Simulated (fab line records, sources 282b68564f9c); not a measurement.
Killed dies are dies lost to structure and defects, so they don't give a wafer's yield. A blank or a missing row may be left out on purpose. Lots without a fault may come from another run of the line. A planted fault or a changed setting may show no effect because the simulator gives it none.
fab line records | flow rit_cmos
record lots=15 wafers=45 last_day=10
route steps=202 shown NWELL@37 NRETRO@62 GATE@81 NSD@140 M1@202
lots that met no fault: from a run of the same line without faults
start_h: hours from the record's first day to the start of the lot's first wafer shown | wait_h: hours since the lot's step before | " the same as in the row above | L1.1+2: a row that stands for several wafers | - no value, or no start given | * or withheld: withheld | < > ~ a bound
route shown NAME@n: a module of which the file shows steps, and the number in the route of the first | usual: mean/standard deviation of fault-free wafers | same: alike in all rows | chamber/n: place in a boat | sites: the reading at each site | _std_site: their standard deviation | _edge_site: outer sites' mean less inner sites' | radius_mm: how far each site lies from the wafer's centre | mask NAME#n: copy n | behind: the tool/chamber that last shaped the wafer | hold: why the lot was held/for how many hours/how that ended | device: the transistor (n, p or np) that didn't switch | end of line: the same wafers' tests at the end of the route | a step without rows: its recipe alone | killed: dies lost to structure and defects at the first sort, not the wafer's yield | map: a wafer's dies, x killed, . not, _ none there
set.NAME: the setting as run; set.NAME@STEP: as run at that earlier step | model.NAME: the simulator's own value behind a step, which no gauge read
steps of the route over a sample of lots; a table a step, a row a wafer
services: from which hour (start_h, from the record's first day; less than 0 if before it) a tool's chamber was out of use, for how many hours, and why
## steps
# step RIT_NWELL_STRIP_09
# recipe chemistry=O2 time_s=180 resist=NOVOLAK platen_temp_c=withheld power_w=500 pressure_mtorr=4000 o2_flow_sccm=4000
# usual drypump_motor_current_A=5.3/0.5
# columns lot.wafer tool chamber start_h wait_h drypump_motor_current_A rf_hours_counter_h
L679.1 plasma_asher-02 0 21.22 0.1 4.7 24
L679.2 " 1 " " 5.5 24
L679.5 " 1 " " 5.5 -
L680.1 plasma_asher-02 1 25.81 0.1 5.5 24
L680.3 " 1 " " 5.5 -
L680.4 " 0 " " 4.7 -
L681.2 plasma_asher-04 0 32.26 0.1 6.3 41
L681.3 " 1 " " 4.9 -
L681.5 " 1 " " 4.9 -
L685.2 plasma_asher-04 1 52.08 0.1 4.9 43
L685.5 " 0 " " 6.3 -
L685.6 " 1 " " 4.8 -
L688.3 plasma_asher-02 0 68.04 0.1 4.7 -
L688.5 " 0 " " 4.7 -
L688.6 " 1 " " 5.5 -
L690.2 plasma_asher-03 0 76.22 0.1 5.4 37
L690.3 " 0 " " 5.4 -
L690.4 " 1 " " 5.4 -
L691.1 plasma_asher-02 1 80.62 0.1 5.5 30
L691.3 " 0 " " 4.7 -
L691.6 " 1 " " 5.5 -
L692.2 plasma_asher-04 0 86.63 0.1 6.3 47
L692.3 " 1 " " 4.9 -
L692.5 " 1 " " 4.9 -
L693.1 plasma_asher-04 1 90.69 0.1 4.9 48
L693.3 " 1 " " 4.9 -
L693.4 " 0 " " 6.3 -
L695.2 plasma_asher-03 1 100.73 0.1 5.4 40
L695.3 " 1 " " 5.4 -
L695.4 " 0 " " 5.4 -
L696.1 plasma_asher-04 0 105.83 0.1 6.3 50
L696.2 " 1 " " 4.9 50
L696.3 " 0 " " 6.3 -
L697.1 plasma_asher-02 0 111.99 0.1 4.7 33
L697.5 " 1 " " 5.5 -
L697.6 " 0 " " 4.7 -
L699.1 plasma_asher-03 1 120.69 0.1 5.4 0
L699.2 " 0 " " 5.4 0
L699.4 " 0 " " 5.4 -
L700.1 plasma_asher-02 1 125.85 0.1 5.5 35
L700.2 " 0 " " 4.7 35
L700.6 " 1 " " 5.5 -
L701.2 plasma_asher-02 0 134.64 0.1 4.7 36
L701.3 " 0 " " 4.7 -
L701.6 " 1 " " 5.5 -
# step RIT_NRETRO_STRIP_09
# recipe chemistry=O2 time_s=180 resist=NOVOLAK platen_temp_c=withheld power_w=500 pressure_mtorr=4000 o2_flow_sccm=4000
# usual drypump_motor_current_A=5.5/0.6
# columns lot.wafer tool chamber start_h wait_h drypump_motor_current_A rf_hours_counter_h
L679.1 plasma_asher-04 1 29.91 0.1 4.9 41
L679.2 " 0 " " 6.3 41
L679.5 " 0 " " 6.3 -
L680.1 plasma_asher-04 1 34.89 0.1 4.9 41
L680.3 " 0 " " 6.3 -
L680.4 " 1 " " 4.9 -
L681.2 plasma_asher-04 0 41.02 0.1 6.3 42
L681.3 " 1 " " 4.9 -
L681.5 " 1 " " 4.8 -
L685.2 plasma_asher-02 0 60.63 0.1 4.7 28
L685.5 " 1 " " 5.5 -
L685.6 " 0 " " 4.7 -
L688.3 plasma_asher-01 1 76.59 0.1 6.1 -
L688.5 " 1 " " 6.0 -
L688.6 " 0 " " 5.9 -
L690.2 plasma_asher-04 1 84.79 0.1 4.9 47
L690.3 " 1 " " 4.8 -
L690.4 " 0 " " 6.3 -
L691.1 plasma_asher-01 1 89.44 0.1 6.0 47
L691.3 " 0 " " 6.0 -
L691.6 " 0 " " 6.0 -
L692.2 plasma_asher-02 1 95.23 0.1 5.5 31
L692.3 " 0 " " 4.7 -
L692.5 " 0 " " 4.7 -
L693.1 plasma_asher-02 1 100.26 0.1 5.5 32
L693.3 " 1 " " 5.5 -
L693.4 " 0 " " 4.7 -
L695.2 plasma_asher-04 1 109.92 0.1 4.8 50
L695.3 " 1 " " 4.8 -
L695.4 " 0 " " 6.3 -
L696.1 plasma_asher-01 1 114.76 0.1 6.1 50
L696.2 " 0 " " 6.0 50
L696.3 " 1 " " 6.1 -
L697.1 plasma_asher-02 1 120.66 0.1 5.5 34
L697.5 " 1 " " 5.5 -
L697.6 " 0 " " 4.7 -
L699.1 plasma_asher-02 1 129.30 0.1 5.5 36
L699.2 " 0 " " 4.7 36
L699.4 " 1 " " 5.5 -
L700.1 plasma_asher-04 0 134.40 0.1 6.3 53
L700.2 " 1 " " 4.8 53
L700.6 " 0 " " 6.3 -
L701.2 plasma_asher-02 0 143.35 0.1 4.7 37
L701.3 " 0 " " 4.7 -
L701.6 " 1 " " 5.5 -
# step RIT_GATE_OXIDATION_05
# recipe temp_c=900 ambient=O2 target_thk_a=30 ox_time_s=270
# columns lot.wafer tool chamber start_h wait_h
L679.1+2+5 furnace-03 0 32.30 0.1
L680.1+3+4 furnace-01 0 37.17 0.1
L688.3+5+6 furnace-01 0 78.95 0.0
L691.1+3+6 furnace-01 0 91.70 0.1
L692.2+3+5 furnace-01 0 98.45 0.9
L693.1+3+4 furnace-03 0 102.57 0.1
L695.2+3+4 furnace-03 0 112.31 0.0
L696.1+2+3 furnace-01 0 117.02 0.1
L697.1+5+6 furnace-03 0 123.09 0.1
L699.1+2+4 furnace-02 0 133.81 2.3
L700.1+2+6 furnace-02 0 137.05 0.3
L701.2+3+6 furnace-03 0 147.02 1.3
L681.2+3+5 furnace-02 0 164.10 120.6
L685.2+5+6 furnace-03 0 183.01 120.0
L690.2+3+4 furnace-03 0 207.18 120.0
# step RIT_NSD_STRIP_09
# recipe chemistry=O2 time_s=180 resist=NOVOLAK platen_temp_c=withheld power_w=500 pressure_mtorr=4000 o2_flow_sccm=4000
# usual drypump_motor_current_A=5.6/0.37
# columns lot.wafer tool chamber start_h wait_h drypump_motor_current_A rf_hours_counter_h
L679.1 plasma_asher-01 1 46.93 0.1 6.0 42
L679.2 " 0 " " 5.9 42
L679.5 " 0 " " 6.0 -
L680.1 plasma_asher-03 0 52.84 0.1 5.4 35
L680.3 " 0 " " 5.4 -
L680.4 " 1 " " 5.4 -
L688.3 plasma_asher-02 1 93.50 0.1 5.5 -
L688.5 " 0 " " 4.7 -
L688.6 " 1 " " 5.5 -
L691.1 plasma_asher-03 1 106.26 0.1 5.4 41
L691.3 " 0 " " 5.4 -
L691.6 " 1 " " 5.4 -
L692.2 plasma_asher-01 1 113.59 0.1 6.0 49
L692.3 " 0 " " 6.0 -
L692.5 " 0 " " 6.0 -
L693.1 plasma_asher-01 0 117.13 0.1 5.9 50
L693.3 " 1 " " 6.0 -
L693.4 " 0 " " 5.9 -
L695.2 plasma_asher-03 0 127.43 0.1 5.4 1
L695.3 " 0 " " 5.4 -
L695.4 " 1 " " 5.4 -
L696.1 plasma_asher-01 0 133.61 0.1 5.9 51
L696.2 " 1 " " 6.1 51
L696.3 " 1 " " 6.0 -
L697.1 plasma_asher-01 1 137.35 0.1 6.1 52
L697.5 " 1 " " 6.0 -
L697.6 " 0 " " 6.0 -
L699.1 plasma_asher-02 1 149.11 0.1 5.5 38
L699.2 " 0 " " 4.7 38
L699.4 " 1 " " 5.5 -
L700.1 plasma_asher-01 0 152.44 0.1 6.0 53
L700.2 " 1 " " 6.1 53
L700.6 " 0 " " 6.0 -
L701.2 plasma_asher-01 0 162.98 0.1 5.9 54
L701.3 " 1 " " 6.1 -
L701.6 " 1 " " 6.0 -
L681.2 plasma_asher-03 0 180.73 0.1 5.4 36
L681.3 " 0 " " 5.4 -
L681.5 " 1 " " 5.4 -
L685.2 plasma_asher-03 0 197.71 0.1 5.4 37
L685.5 " 0 " " 5.4 -
L685.6 " 1 " " 5.4 -
L690.2 plasma_asher-03 0 222.01 0.1 5.4 40
L690.3 " 0 " " 5.4 -
L690.4 " 1 " " 5.4 -
# step RIT_M1_PROBE_99
# usual killed_at_M0_to_M3=0.0/0.083 killed_at_contacts=0.0/0.2 killed_at_front_end=7/3.1 killed_dies=7/3.1 killed_on_rim=1.9/1.4 killed_open=3.5/1.9 killed_short=3.6/2.1
# same gross_dies=264 killed_at_M4_up=0 killed_at_back_side=0 killed_at_other=0
# columns lot.wafer tool chamber start_h wait_h killed_at_M0_to_M3 killed_at_contacts killed_at_front_end killed_dies killed_on_rim killed_open killed_short
L679.1 prober-02 - 56.57 0.1 1 0 4 5 0 5 0
L679.2 prober-02 - 56.62 0.1 0 0 8 8 1 6 2
L679.5 prober-02 - 56.77 0.2 0 0 12 12 1 6 6
L680.1 prober-01 - 62.77 0.1 0 0 5 5 2 2 3
L680.3 prober-01 - 62.87 0.2 0 0 9 9 1 3 6
L680.4 prober-01 - 62.92 0.2 0 0 4 4 1 0 4
L688.3 prober-01 - 103.77 0.2 0 0 6 6 0 4 2
L688.5 prober-01 - 103.87 0.2 0 1 3 4 0 2 2
L688.6 prober-01 - 103.92 0.2 0 0 7 7 0 5 2
L691.1 prober-02 - 115.83 0.1 0 0 5 5 2 2 3
L691.3 prober-02 - 115.93 0.2 0 0 6 6 1 4 2
L691.6 prober-02 - 116.08 0.2 0 0 7 7 0 5 2
L692.2 prober-01 - 123.18 0.1 0 1 11 12 2 6 6
L692.3 prober-01 - 123.23 0.2 0 0 7 7 0 6 1
L692.5 prober-01 - 123.33 0.2 0 0 6 6 4 4 2
L693.1 prober-02 - 126.96 0.1 0 0 1 1 0 0 1
L693.3 prober-02 - 127.06 0.2 0 0 4 4 0 3 1
L693.4 prober-02 - 127.11 0.2 0 0 5 5 1 3 2
L695.2 prober-02 - 137.45 0.1 0 0 4 4 2 3 1
L695.3 prober-02 - 137.50 0.2 0 0 5 5 1 4 1
L695.4 prober-02 - 137.55 0.2 0 0 6 6 1 3 3
L696.1 prober-01 - 143.44 0.1 0 0 6 6 3 6 0
L696.2 prober-01 - 143.49 0.1 0 0 6 6 0 1 5
L696.3 prober-01 - 143.54 0.2 0 0 10 10 0 4 6
L697.1 prober-02 - 148.67 0.1 0 0 9 9 1 3 6
L697.5 prober-02 - 148.87 0.2 0 0 8 8 1 3 5
L697.6 prober-02 - 148.92 0.2 0 0 11 11 6 5 6
L699.1 prober-02 - 159.84 0.1 0 0 9 9 3 5 4
L699.2 prober-02 - 159.89 0.1 0 0 2 2 1 2 0
L699.4 prober-02 - 159.99 0.2 0 0 3 3 0 2 1
L700.1 prober-01 - 162.40 0.1 0 0 7 7 2 4 3
L700.2 prober-01 - 162.45 0.1 0 0 7 7 2 4 3
L700.6 prober-01 - 162.65 0.2 0 0 7 7 2 2 5
L701.2 prober-02 - 173.07 0.1 0 0 5 5 3 2 3
L701.3 prober-02 - 173.12 0.2 0 0 6 6 3 4 2
L701.6 prober-02 - 173.27 0.2 0 0 4 4 3 0 4
L681.2 prober-02 - 190.31 0.1 0 0 12 12 5 8 3
L681.3 prober-02 - 190.36 0.2 0 0 3 3 1 1 2
L681.5 prober-02 - 190.46 0.2 1 0 4 5 1 2 2
L685.2 prober-02 - 208.40 0.1 0 0 13 13 4 3 10
L685.5 prober-02 - 208.55 0.2 0 0 5 5 2 2 3
L685.6 prober-02 - 208.60 0.2 0 0 7 7 2 4 2
L690.2 prober-01 - 231.43 0.1 0 0 9 9 1 7 2
L690.3 prober-01 - 231.48 0.2 1 0 10 11 5 3 6
L690.4 prober-01 - 231.53 0.2 1 0 13 14 3 7 5
# killed by level:class
L679.1 GATE:geometric_particle:open=2 FOX1:geometric_particle:open=1 FOX2:geometric_particle:open=1 M1:geometric_particle:open=1
L679.2 GATE:geometric_particle:open=4 GATE:geometric_particle:short=2 SILICIDE:geometric_particle:open=2
L679.5 FOX2:geometric_particle:short=3 SPACER:geometric_particle:open=3 SPACER:geometric_particle:short=3 FOX2:geometric_particle:open=1 REOX:geometric_particle:open=1 SILICIDE:geometric_particle:open=1
L680.1 GATE:geometric_particle:open=2 FOX1:geometric_particle:short=1 FOX2:geometric_particle:short=1 GATE:geometric_particle:short=1
L680.3 GATE:geometric_particle:short=5 GATE:geometric_particle:open=2 FOX1:geometric_particle:short=1 SILICIDE:geometric_particle:open=1
L680.4 FOX1:geometric_particle:short=2 REOX:geometric_particle:short=1 SPACER:geometric_particle:short=1
L688.3 FOX1:geometric_particle:short=1 FOX2:geometric_particle:open=1 GATE:geometric_particle:open=1 REOX:geometric_particle:short=1 SPACER:geometric_particle:open=1 SILICIDE:geometric_particle:open=1
L688.5 REOX:geometric_particle:short=2 FOX1:geometric_particle:open=1 CONTACT:geometric_particle:open=1
L688.6 REOX:geometric_particle:open=3 FOX1:geometric_particle:short=1 FOX1:geometric_particle:open=1 GATE:geometric_particle:short=1 SILICIDE:geometric_particle:open=1
L691.1 FOX2:geometric_particle:short=1 GATE:geometric_particle:open=1 SPACER:geometric_particle:short=1 SILICIDE:geometric_particle:open=1 SILICIDE:geometric_particle:short=1
L691.3 FOX1:geometric_particle:short=1 GATE:geometric_particle:open=1 GATE:geometric_particle:short=1 REOX:geometric_particle:open=1 SPACER:geometric_particle:open=1 SILICIDE:geometric_particle:open=1
L691.6 FOX1:geometric_particle:open=2 FOX1:geometric_particle:short=1 FOX2:geometric_particle:open=1 GATE:geometric_particle:open=1 SPACER:geometric_particle:open=1 REOX:geometric_particle:short=1
L692.2 GATE:geometric_particle:open=4 GATE:geometric_particle:short=3 FOX1:geometric_particle:short=1 FOX1:geometric_particle:open=1 SILICIDE:geometric_particle:short=1 SILICIDE:geometric_particle:open=1 CONTACT:geometric_particle:short=1
L692.3 GATE:geometric_particle:open=4 GATE:geometric_particle:short=1 REOX:geometric_particle:open=1 SILICIDE:geometric_particle:open=1
L692.5 GATE:geometric_particle:open=4 GATE:geometric_particle:short=2
L693.1 SPACER:geometric_particle:short=1
L693.3 SILICIDE:geometric_particle:open=2 FOX1:geometric_particle:open=1 SPACER:geometric_particle:short=1
L693.4 GATE:geometric_particle:open=3 FOX2:geometric_particle:short=1 GATE:geometric_particle:short=1
L695.2 GATE:geometric_particle:open=1 GATE:geometric_particle:short=1 REOX:geometric_particle:open=1 SPACER:geometric_particle:open=1
L695.3 FOX1:geometric_particle:open=1 FOX2:geometric_particle:open=1 REOX:geometric_particle:open=1 SILICIDE:geometric_particle:short=1 SILICIDE:geometric_particle:open=1
L695.4 FOX1:geometric_particle:open=2 GATE:geometric_particle:open=1 REOX:geometric_particle:short=1 SPACER:geometric_particle:short=1 SILICIDE:geometric_particle:short=1
L696.1 GATE:geometric_particle:open=3 FOX1:geometric_particle:open=1 FOX2:geometric_particle:open=1 REOX:geometric_particle:open=1
L696.2 GATE:geometric_particle:short=2 REOX:geometric_particle:short=2 FOX1:geometric_particle:short=1 GATE:geometric_particle:open=1
L696.3 FOX1:geometric_particle:short=2 GATE:geometric_particle:short=2 REOX:geometric_particle:short=2 REOX:geometric_particle:open=2 FOX1:geometric_particle:open=1 GATE:geometric_particle:open=1
L697.1 GATE:geometric_particle:short=4 FOX1:geometric_particle:open=1 REOX:geometric_particle:short=1 SPACER:geometric_particle:open=1 SILICIDE:geometric_particle:short=1 SILICIDE:geometric_particle:open=1
L697.5 GATE:geometric_particle:short=2 GATE:geometric_particle:open=2 FOX1:geometric_particle:open=1 REOX:geometric_particle:short=1 SPACER:geometric_particle:short=1 SILICIDE:geometric_particle:short=1
L697.6 GATE:geometric_particle:open=2 GATE:geometric_particle:short=2 SILICIDE:geometric_particle:short=2 ACTIVE:geometric_particle:open=1 FOX1:geometric_particle:open=1 REOX:geometric_particle:short=1 REOX:geometric_particle:open=1 SPACER:geometric_particle:short=1
L699.1 GATE:geometric_particle:open=4 GATE:geometric_particle:short=3 FOX2:geometric_particle:short=1 REOX:geometric_particle:open=1
L699.2 SPACER:geometric_particle:open=1 SILICIDE:geometric_particle:open=1
L699.4 FOX1:geometric_particle:open=1 SPACER:geometric_particle:open=1 SPACER:geometric_particle:short=1
L700.1 SPACER:geometric_particle:open=3 GATE:geometric_particle:short=1 REOX:geometric_particle:short=1 SPACER:geometric_particle:short=1 SILICIDE:geometric_particle:open=1
L700.2 GATE:geometric_particle:open=3 FOX1:geometric_particle:short=1 SPACER:geometric_particle:short=1 SILICIDE:geometric_particle:short=1 SILICIDE:geometric_particle:open=1
L700.6 SILICIDE:geometric_particle:short=3 GATE:geometric_particle:short=1 REOX:geometric_particle:open=1 SPACER:geometric_particle:short=1 SILICIDE:geometric_particle:open=1
L701.2 SPACER:geometric_particle:short=2 FOX1:geometric_particle:open=1 GATE:geometric_particle:short=1 SPACER:geometric_particle:open=1
L701.3 GATE:geometric_particle:open=2 SPACER:geometric_particle:open=2 FOX2:geometric_particle:short=1 SPACER:geometric_particle:short=1
L701.6 GATE:geometric_particle:short=2 FOX2:geometric_particle:short=1 REOX:geometric_particle:short=1
L681.2 GATE:geometric_particle:open=6 GATE:geometric_particle:short=3 FOX2:geometric_particle:open=2 GATE:coat_microbubble_printed=1
L681.3 FOX2:geometric_particle:short=2 FOX2:geometric_particle:open=1
L681.5 GATE:geometric_particle:short=1 GATE:geometric_particle:open=1 REOX:geometric_particle:short=1 SILICIDE:geometric_particle:open=1 M1:coat_microbubble_printed=1
L685.2 SPACER:geometric_particle:short=4 FOX2:geometric_particle:short=2 GATE:geometric_particle:open=2 GATE:geometric_particle:short=2 REOX:geometric_particle:short=2 SPACER:geometric_particle:open=1
L685.5 GATE:geometric_particle:short=2 GATE:geometric_particle:open=1 REOX:geometric_particle:short=1 SILICIDE:geometric_particle:open=1
L685.6 GATE:geometric_particle:open=2 FOX2:geometric_particle:open=1 GATE:geometric_particle:short=1 REOX:geometric_particle:short=1 SPACER:geometric_particle:open=1 NSD:coat_microbubble_printed=1
L690.2 FOX1:geometric_particle:open=4 FOX1:geometric_particle:short=2 REOX:geometric_particle:open=2 SPACER:geometric_particle:open=1
L690.3 GATE:geometric_particle:short=5 FOX1:geometric_particle:open=2 FOX1:geometric_particle:short=1 REOX:geometric_particle:open=1 PLDD:coat_microbubble_printed=1 M1:coat_microbubble_printed=1
L690.4 GATE:geometric_particle:short=3 FOX1:geometric_particle:open=2 REOX:geometric_particle:open=2 REOX:geometric_particle:short=2 ACTIVE:geometric_particle:open=1 FOX2:geometric_particle:open=1 SILICIDE:geometric_particle:open=1 PLDD:coat_microbubble_printed=1
## services
# columns tool chamber start_h hours kind
furnace-02 - 6.50 6.7 pm
plasma_asher-03 - 30.14 7.3 repair
plasma_asher-02 - 50.59 2.3 repair
plasma_asher-01 - 60.14 2.8 pm
plasma_asher-02 - 77.20 0.7 repair
plasma_asher-02 - 78.69 1.6 repair
plasma_asher-03 - 79.26 1.9 repair
plasma_asher-02 - 88.25 2.5 repair
plasma_asher-03 - 108.75 9.0 pm
plasma_asher-03 0 108.75 9.0 vent_cycle
plasma_asher-03 1 108.75 9.0 vent_cycle
plasma_asher-03 0 117.75 - clean
plasma_asher-03 1 117.75 - clean
furnace-02 - 127.56 3.4 pm
furnace-01 - 130.76 3.7 pm
furnace-03 - 132.05 2.7 pm
plasma_asher-03 - 133.45 1.9 repair
furnace-01 - 152.07 2.9 pm
furnace-03 - 153.18 4.1 pm
## key
first_sign step=RIT_GATE_OXIDATION_05 reading=wait_h direction=changed
effect none on later readings
met_at RIT_GATE_OXIDATION_05
struck_lots L681,L685,L690
struck_wafers L681.2,L681.3,L681.5,L685.2,L685.5,L685.6,L690.2,L690.3,L690.4
tester_left_out L681,L685,L690
not_acting_at RIT_NWELL_STRIP_09,RIT_NRETRO_STRIP_09,RIT_NSD_STRIP_09
fault kind=queue_time_violation tool=furnace-01,furnace-02,furnace-03 chamber=0 onset_h=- steps=RIT_GATE_OXIDATION_05 delay_hr=120 scope=struck_lots_only
# tester_left_out: of these lots the tester's yield and bins aren't shown, on N5 and GAA mostly nor the transistor test; their killed dies are dies lost to structure and defects alone, not to doping, threshold or leakage, so they don't give the yield
